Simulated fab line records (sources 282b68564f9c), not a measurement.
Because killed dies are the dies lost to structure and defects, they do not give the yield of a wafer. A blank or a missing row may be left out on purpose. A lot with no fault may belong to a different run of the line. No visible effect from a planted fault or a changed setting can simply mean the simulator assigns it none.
The same fault as seen by 2 desks / flow rit cmos / every desk sees just its own numbers, and what lay behind them comes last

== METROLOGY DESK ==
What the gauges read for every lot (on any tool): the sampled wafers with a number, averaged. A lot is out of limits, marked OUT, if its mean lies more than 4 standard deviations from the usual mean; the brackets give that distance.
Columns: A = NLDD_TW at RIT_NLDD_TW_MEAS_10, usual 2525; B = NLDD_RS at RIT_SDANNEAL_RS_MEAS_07, usual 151.9 ohm/sq
lot=L135; first seen here=day 2 17:28; A=2519; B=151.8
lot=L136; first seen here=day 2 23:46; A=2517; B=151.3
lot=L137; first seen here=day 3 08:19; A=2517; B=152.3
lot=L138; first seen here=day 3 10:23; A=2522; B=152.3
lot=L139; first seen here=day 3 14:34; A=2508; B=152.2
lot=L140; first seen here=day 3 19:54; A=2509; B=152.0
lot=L141; first seen here=day 4 00:48; A=2503; B=152.0
lot=L144; first seen here=day 4 15:18; A=2389 (-8.0) OUT; B=174.6 (+43) OUT
lot=L145; first seen here=day 4 20:35; A=2389 (-8.0) OUT; B=173.9 (+42) OUT
lot=L147; first seen here=day 5 09:22; A=2530; B=152.4
lot=L153; first seen here=day 6 17:05; A=2533; B=152.7
lot=L154; first seen here=day 6 18:53; A=2538; B=151.3
lot=L157; first seen here=day 7 07:56; A=2526; B=152.6
lot=L158; first seen here=day 7 14:04; A=2526; B=152.3
This desk's result: L144, L145 out of limits, first on L144 (NLDD_TW at RIT_NLDD_TW_MEAS_10), day 4 15:18. L135, L136, L137, L138, L139, L140, L141, L147, L153, L154, L157, L158 stayed within limits.

== DESK OF THE TOOL OWNER: implanter-03 ==
For each lot that ran on this tool, the mean over its sampled wafers that have a number, from the tool's own readings at RIT_NLDD_IMPLANT_08. A lot is out of limits, marked OUT, if its mean lies more than 4 standard deviations from the usual mean; the brackets give that distance.
Columns: A = dose ions cm2 at RIT_NLDD_IMPLANT_08, usual 5e+14; B = faraday current uA at RIT_NLDD_IMPLANT_08, usual 1567
lot=L135; first seen here=day 2 17:09; A=5e+14; B=1565
lot=L136; first seen here=day 2 23:28; A=5e+14; B=1592
lot=L139; first seen here=day 3 14:16; A=5e+14; B=1541
lot=L140; first seen here=day 3 19:35; A=5e+14; B=1573
lot=L141; first seen here=day 4 00:31; A=5e+14; B=1597
lot=L144; first seen here=day 4 14:59; A=4e+14 (-99 or more) OUT; B=1320 (-8.5) OUT
lot=L145; first seen here=day 4 20:16; A=4e+14 (-99 or more) OUT; B=1319 (-8.6) OUT
This desk's finding: out of limits on L144, L145; first on L144, day 4 14:59 (dose ions cm2 at RIT_NLDD_IMPLANT_08). L135, L136, L139, L140, L141 stayed within limits.

== ALL TOGETHER ==
At day 4 14:59, on L144, L145, the tool owner's desk was in a position to raise an alarm.
The metrology desk could have raised an alarm at day 4 15:18, on L144, L145.
Every lot named ran RIT_NLDD_IMPLANT_08 on implanter-03.

== WHAT THE SIMULATOR HAD PUT IN ==
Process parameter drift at RIT_NLDD_IMPLANT_08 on implanter-03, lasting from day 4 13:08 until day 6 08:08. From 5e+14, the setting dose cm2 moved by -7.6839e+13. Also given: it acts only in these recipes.
Struck lots among those shown: L144, L145.
Fault start to first reading out of limits, in hours, per desk: tool owner, 2; metrology, 2.
